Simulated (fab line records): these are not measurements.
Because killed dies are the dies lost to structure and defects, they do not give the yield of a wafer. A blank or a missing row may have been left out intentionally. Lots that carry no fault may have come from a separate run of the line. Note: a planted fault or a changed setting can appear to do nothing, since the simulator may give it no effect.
Which tool is to blame? :: flow berkeleyCmos170 :: 15 lots, 45 wafers sampled, at 5 steps of a route of 331

== WHAT THE GAUGES SHOWED, per wafer ==
UCB170_M1_CD_MEAS_09: target cd 700 nm.
lot: L826
measured: day 6 16:48
on: cdSem-01
cdNm (nm): 701.2 701.2 700.9

lot: L828
measured: day 7 04:28
on: cdSem-01
cdNm (nm): 701.2 700.6 699.7

lot: L827
measured: day 7 05:12
on: cdSem-02
cdNm (nm): 701.4 701.5 700.5

lot: L829
measured: day 7 16:44
on: cdSem-02
cdNm (nm): 701.0 700.3 700.7

lot: L830
measured: day 8 04:19
on: cdSem-01
cdNm (nm): 701.1 698.8 699.2

lot: L831
measured: day 8 04:35
on: cdSem-01
cdNm (nm): 701.9 701.6 702.0

lot: L832
measured: day 8 05:31
on: cdSem-01
cdNm (nm): 699.5 700.7 699.3

lot: L834
measured: day 9 04:01
on: cdSem-02
cdNm (nm): 699.2 697.8 698.4

lot: L835
measured: day 9 14:05
on: cdSem-02
cdNm (nm): 699.0 700.0 700.0

lot: L838
measured: day 9 15:53
on: cdSem-01
cdNm (nm): 701.3 702.1 699.9

lot: L839
measured: day 10 03:46
on: cdSem-02
cdNm (nm): 699.1 697.4 697.8

lot: L844
measured: day 10 20:35
on: cdSem-02
cdNm (nm): 699.1 698.5 698.7

lot: L846
measured: day 11 06:39
on: cdSem-02
cdNm (nm): 698.1 698.5 698.2

lot: L847
measured: day 11 19:23
on: cdSem-01
cdNm (nm): 698.5 698.5 698.6

lot: L848
measured: day 11 22:12
on: cdSem-02
cdNm (nm): 700.4 699.0 699.9

UCB170_V2_THK_MEAS_01.
lot: L826
measured: day 7 03:23
on: filmMetro-03
V2_TEOS_THK (nm): 1998 1980 2027

lot: L828
measured: day 7 15:52
on: filmMetro-03
V2_TEOS_THK (nm): 2012 1994 2031

lot: L827
measured: day 7 16:07
on: filmMetro-02
V2_TEOS_THK (nm): 1945 1971 2013

lot: L829
measured: day 8 04:44
on: filmMetro-01
V2_TEOS_THK (nm): 1987 1980 2043

lot: L830
measured: day 8 16:11
on: filmMetro-03
V2_TEOS_THK (nm): 1935 1961 1987

lot: L831
measured: day 8 16:28
on: filmMetro-03
V2_TEOS_THK (nm): 1978 2031 1983

lot: L832
measured: day 8 16:24
on: filmMetro-01
V2_TEOS_THK (nm): 1994 2020 2022

lot: L834
measured: day 9 15:53
on: filmMetro-01
V2_TEOS_THK (nm): 1977 1995 2017

lot: L835
measured: day 10 02:26
on: filmMetro-03
V2_TEOS_THK (nm): 2023 1781 1791

lot: L838
measured: day 10 01:23
on: filmMetro-02
V2_TEOS_THK (nm): 1965 1772 2002

lot: L839
measured: day 10 14:05
on: filmMetro-02
V2_TEOS_THK (nm): 1765 1994 2036

lot: L844
measured: day 11 05:47
on: filmMetro-03
V2_TEOS_THK (nm): 1980 1996 2012

lot: L846
measured: day 11 17:40
on: filmMetro-02
V2_TEOS_THK (nm): 2008 2016 2027

lot: L847
measured: day 12 04:15
on: filmMetro-01
V2_TEOS_THK (nm): 1996 2007 2034

lot: L848
measured: day 12 08:58
on: filmMetro-02
V2_TEOS_THK (nm): 1989 1992 2018

== EACH LOT AND THE TOOL THAT RAN IT (in order: tool; ch and the chambers of the sampled wafers; start) ==
lot: L826
UCB170_M1_STRIP_13: plasmaAsher-01 ch 0, day 6 17:16
UCB170_V1_CMP_02: cmp-02 ch 0,3, day 6 22:02
UCB170_V2_CVD_00: pecvd-04 ch 0,1, day 7 03:14

lot: L828
UCB170_M1_STRIP_13: plasmaAsher-02 ch 0,1, day 7 04:49
UCB170_V1_CMP_02: cmp-02 ch 1,2,3, day 7 10:50
UCB170_V2_CVD_00: pecvd-03 ch 0,1,2, day 7 15:43

lot: L827
UCB170_M1_STRIP_13: plasmaAsher-01 ch 0,1, day 7 05:40
UCB170_V1_CMP_02: cmp-01 ch 1,2, day 7 10:53
UCB170_V2_CVD_00: pecvd-02 ch 0,1, day 7 15:57

lot: L829
UCB170_M1_STRIP_13: plasmaAsher-01 ch 1, day 7 17:04
UCB170_V1_CMP_02: cmp-02 ch 2,3, day 7 23:46
UCB170_V2_CVD_00: pecvd-03 ch 0,1,2, day 8 04:34

lot: L830
UCB170_M1_STRIP_13: plasmaAsher-01 ch 0,1, day 8 04:39
UCB170_V1_CMP_02: cmp-02 ch 0,1,2, day 8 09:48
UCB170_V2_CVD_00: pecvd-02 ch 1,2, day 8 16:02

lot: L831
UCB170_M1_STRIP_13: plasmaAsher-02 ch 0,1, day 8 05:03
UCB170_V1_CMP_02: cmp-02 ch 2,3, day 8 10:03
UCB170_V2_CVD_00: pecvd-03 ch 0,2, day 8 16:18

lot: L832
UCB170_M1_STRIP_13: plasmaAsher-04 ch 0,1, day 8 05:51
UCB170_V1_CMP_02: cmp-01 ch 2,3, day 8 09:45
UCB170_V2_CVD_00: pecvd-04 ch 0,2, day 8 16:14

lot: L834
UCB170_M1_STRIP_13: plasmaAsher-01 ch 0,1, day 9 04:20
UCB170_V1_CMP_02: cmp-02 ch 2,3, day 9 10:22
UCB170_V2_CVD_00: pecvd-04 ch 0,1,2, day 9 15:44

lot: L835
UCB170_M1_STRIP_13: plasmaAsher-04 ch 0, day 9 14:25
UCB170_V1_CMP_02: cmp-02 ch 1,2,3, day 9 20:11
UCB170_V2_CVD_00: pecvd-04 ch 0,1, day 10 02:16

lot: L838
UCB170_M1_STRIP_13: plasmaAsher-01 ch 0,1, day 9 16:11
UCB170_V1_CMP_02: cmp-01 ch 0,1,2, day 9 19:53
UCB170_V2_CVD_00: pecvd-04 ch 0,2, day 10 01:13

lot: L839
UCB170_M1_STRIP_13: plasmaAsher-01 ch 0,1, day 10 04:04
UCB170_V1_CMP_02: cmp-02 ch 0,1,3, day 10 08:20
UCB170_V2_CVD_00: pecvd-04 ch 0,1,2, day 10 13:55

lot: L844
UCB170_M1_STRIP_13: plasmaAsher-01 ch 0,1, day 10 20:55
UCB170_V1_CMP_02: cmp-02 ch 0,3, day 10 23:31
UCB170_V2_CVD_00: pecvd-03 ch 0,1,2, day 11 05:38

lot: L846
UCB170_M1_STRIP_13: plasmaAsher-04 ch 0,1, day 11 07:06
UCB170_V1_CMP_02: cmp-01 ch 0,1, day 11 12:11
UCB170_V2_CVD_00: pecvd-02 ch 0,1,2, day 11 17:30

lot: L847
UCB170_M1_STRIP_13: plasmaAsher-01 ch 0,1, day 11 19:41
UCB170_V1_CMP_02: cmp-02 ch 1,3, day 11 23:17
UCB170_V2_CVD_00: pecvd-03 ch 0,1, day 12 04:05

lot: L848
UCB170_M1_STRIP_13: plasmaAsher-04 ch 0,1, day 11 22:32
UCB170_V1_CMP_02: cmp-02 ch 0,1,3, day 12 03:39
UCB170_V2_CVD_00: pecvd-02 ch 0,1,2, day 12 08:47
- UCB170_M1_STRIP_13: strips in O2.
- UCB170_V1_CMP_02: polishes SiO2.
- UCB170_V2_CVD_00: deposits SiO2 from TEOS/O2, target thk 2000 nm, time 250 s.

== WHAT THE TOOLS THEMSELVES READ (means of the sampled wafers that have a number; where no wafer has one, the mark that the record gives instead) ==
UCB170_M1_STRIP_13.
lot: L826
tool: plasmaAsher-01
drypumpMotorCurrentA (A): 5.0
oesProductAu (a.u.): 0.718

lot: L828
tool: plasmaAsher-02
drypumpMotorCurrentA (A): 6.1
oesProductAu (a.u.): 0.719

lot: L827
tool: plasmaAsher-01
drypumpMotorCurrentA (A): 5.2
oesProductAu (a.u.): 0.716

lot: L829
tool: plasmaAsher-01
drypumpMotorCurrentA (A): 5.5
oesProductAu (a.u.): 0.718

lot: L830
tool: plasmaAsher-01
drypumpMotorCurrentA (A): 5.2
oesProductAu (a.u.): 0.721

lot: L831
tool: plasmaAsher-02
drypumpMotorCurrentA (A): 6.1
oesProductAu (a.u.): 0.717

lot: L832
tool: plasmaAsher-04
drypumpMotorCurrentA (A): 6.4
oesProductAu (a.u.): 0.717

lot: L834
tool: plasmaAsher-01
drypumpMotorCurrentA (A): 5.4
oesProductAu (a.u.): 0.718

lot: L835
tool: plasmaAsher-04
drypumpMotorCurrentA (A): 6.7
oesProductAu (a.u.): 0.721

lot: L838
tool: plasmaAsher-01
drypumpMotorCurrentA (A): 5.2
oesProductAu (a.u.): 0.718

lot: L839
tool: plasmaAsher-01
drypumpMotorCurrentA (A): 5.4
oesProductAu (a.u.): 0.720

lot: L844
tool: plasmaAsher-01
drypumpMotorCurrentA (A): 5.2
oesProductAu (a.u.): 0.717

lot: L846
tool: plasmaAsher-04
drypumpMotorCurrentA (A): 6.0
oesProductAu (a.u.): 0.720

lot: L847
tool: plasmaAsher-01
drypumpMotorCurrentA (A): 5.4
oesProductAu (a.u.): 0.719

lot: L848
tool: plasmaAsher-04
drypumpMotorCurrentA (A): 6.4
oesProductAu (a.u.): 0.720

UCB170_V1_CMP_02.
lot: L826
tool: cmp-02
motorCurrentA (A): 14.1
slurryFlowMlMin: 149.6

lot: L828
tool: cmp-02
motorCurrentA (A): 15.7
slurryFlowMlMin: 149.8

lot: L827
tool: cmp-01
motorCurrentA (A): 17.7
slurryFlowMlMin: 150.7

lot: L829
tool: cmp-02
motorCurrentA (A): 14.8
slurryFlowMlMin: 150.3

lot: L830
tool: cmp-02
motorCurrentA (A): 15.3
slurryFlowMlMin: 150.1

lot: L831
tool: cmp-02
motorCurrentA (A): 14.6
slurryFlowMlMin: 149.5

lot: L832
tool: cmp-01
motorCurrentA (A): 17.8
slurryFlowMlMin: 149.9

lot: L834
tool: cmp-02
motorCurrentA (A): 15.0
slurryFlowMlMin: 150.1

lot: L835
tool: cmp-02
motorCurrentA (A): 15.2
slurryFlowMlMin: 149.9

lot: L838
tool: cmp-01
motorCurrentA (A): 17.0
slurryFlowMlMin: 150.0

lot: L839
tool: cmp-02
motorCurrentA (A): 15.4
slurryFlowMlMin: 150.4

lot: L844
tool: cmp-02
motorCurrentA (A): 14.4
slurryFlowMlMin: 150.0

lot: L846
tool: cmp-01
motorCurrentA (A): 17.1
slurryFlowMlMin: 149.7

lot: L847
tool: cmp-02
motorCurrentA (A): 15.8
slurryFlowMlMin: 149.3

lot: L848
tool: cmp-02
motorCurrentA (A): 15.1
slurryFlowMlMin: 150.0

UCB170_V2_CVD_00.
lot: L826
tool: pecvd-04
heaterPowerW (W): 281
pressureMtorr (mTorr): 8996
rfFwdPowerW (W): 548.6
runLengthS (s): 278.8

lot: L828
tool: pecvd-03
heaterPowerW (W): 247
pressureMtorr (mTorr): 8975
rfFwdPowerW (W): 547.9
runLengthS (s): 277.2

lot: L827
tool: pecvd-02
heaterPowerW (W): 233
pressureMtorr (mTorr): 9010
rfFwdPowerW (W): 547.6
runLengthS (s): 278.0

lot: L829
tool: pecvd-03
heaterPowerW (W): 208
pressureMtorr (mTorr): 8999
rfFwdPowerW (W): 547.4
runLengthS (s): 277.4

lot: L830
tool: pecvd-02
heaterPowerW (W): 279
pressureMtorr (mTorr): 9006
rfFwdPowerW (W): 547.5
runLengthS (s): 277.8

lot: L831
tool: pecvd-03
heaterPowerW (W): 247
pressureMtorr (mTorr): 8997
rfFwdPowerW (W): 550.4
runLengthS (s): 277.4

lot: L832
tool: pecvd-04
heaterPowerW (W): 254
pressureMtorr (mTorr): 8985
rfFwdPowerW (W): 547.5
runLengthS (s): 277.5

lot: L834
tool: pecvd-04
heaterPowerW (W): 276
pressureMtorr (mTorr): 8990
rfFwdPowerW (W): 547.8
runLengthS (s): 278.1

lot: L835
tool: pecvd-04
heaterPowerW (W): 280
pressureMtorr (mTorr): 9018
rfFwdPowerW (W): 547.2
runLengthS (s): 260.0

lot: L838
tool: pecvd-04
heaterPowerW (W): 240
pressureMtorr (mTorr): 9006
rfFwdPowerW (W): 545.5
runLengthS (s): 268.4

lot: L839
tool: pecvd-04
heaterPowerW (W): 257
pressureMtorr (mTorr): 9000
rfFwdPowerW (W): 547.2
runLengthS (s): 268.7

lot: L844
tool: pecvd-03
heaterPowerW (W): 243
pressureMtorr (mTorr): 8987
rfFwdPowerW (W): 546.7
runLengthS (s): 277.4

lot: L846
tool: pecvd-02
heaterPowerW (W): 217
pressureMtorr (mTorr): 9009
rfFwdPowerW (W): 548.1
runLengthS (s): 278.0

lot: L847
tool: pecvd-03
heaterPowerW (W): 198
pressureMtorr (mTorr): 9015
rfFwdPowerW (W): 546.4
runLengthS (s): 277.2

lot: L848
tool: pecvd-02
heaterPowerW (W): 248
pressureMtorr (mTorr): 9001
rfFwdPowerW (W): 546.6
runLengthS (s): 278.2

== THE ANSWER, worked out from the rows above alone ==
Rule: the lots themselves supply what counts as usual. The widest of any qualifying gaps counts: lots, ordered by their means at a reading, are off when they make up no more than a third of the lots, leave a main group of 4 or more, and stand apart from it by 3 or more times the standard deviation of that group's means. The tables above print the reading to a certain number of digits; a main group whose means all agree to those digits is not used. A lot without any number at a reading at which 4 lots or more have one is off too. All remaining lots with rows at the step are treated as sound. After the gauges, taken in route order, come the tools' own readings; for these a lot's mean is taken, as printed above. The first step at which some lot is off is used, and at that step the reading that is off furthest; a lot without a number counts as furthest.
Off: L835, L838, L839 (UCB170_V2_CVD_00, runLengthS). Main group: mean 277.8 s, sd 0.46.
If a tool, at that step or one of the process steps before it, ran each lot that is off and ran no sound lot following the first of them, it fits. One fits: UCB170_V2_CVD_00 on pecvd-04. Its last sound lot is L834 (day 9 15:44), its first lot that is off L838 (day 10 01:13): a fault that began between those two fits.
The tool's own readings at UCB170_V2_CVD_00 bear it out: on the lots that are off they differ by more than 5 times the standard deviation of the sound lots' means. runLengthS reads 265.7 s there against 277.8 s on the sound lots.

== WHAT WAS PUT IN BY THE SIMULATOR ==
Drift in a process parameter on pecvd-04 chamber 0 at UCB170_V2_CVD_00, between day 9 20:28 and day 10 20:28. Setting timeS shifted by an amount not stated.
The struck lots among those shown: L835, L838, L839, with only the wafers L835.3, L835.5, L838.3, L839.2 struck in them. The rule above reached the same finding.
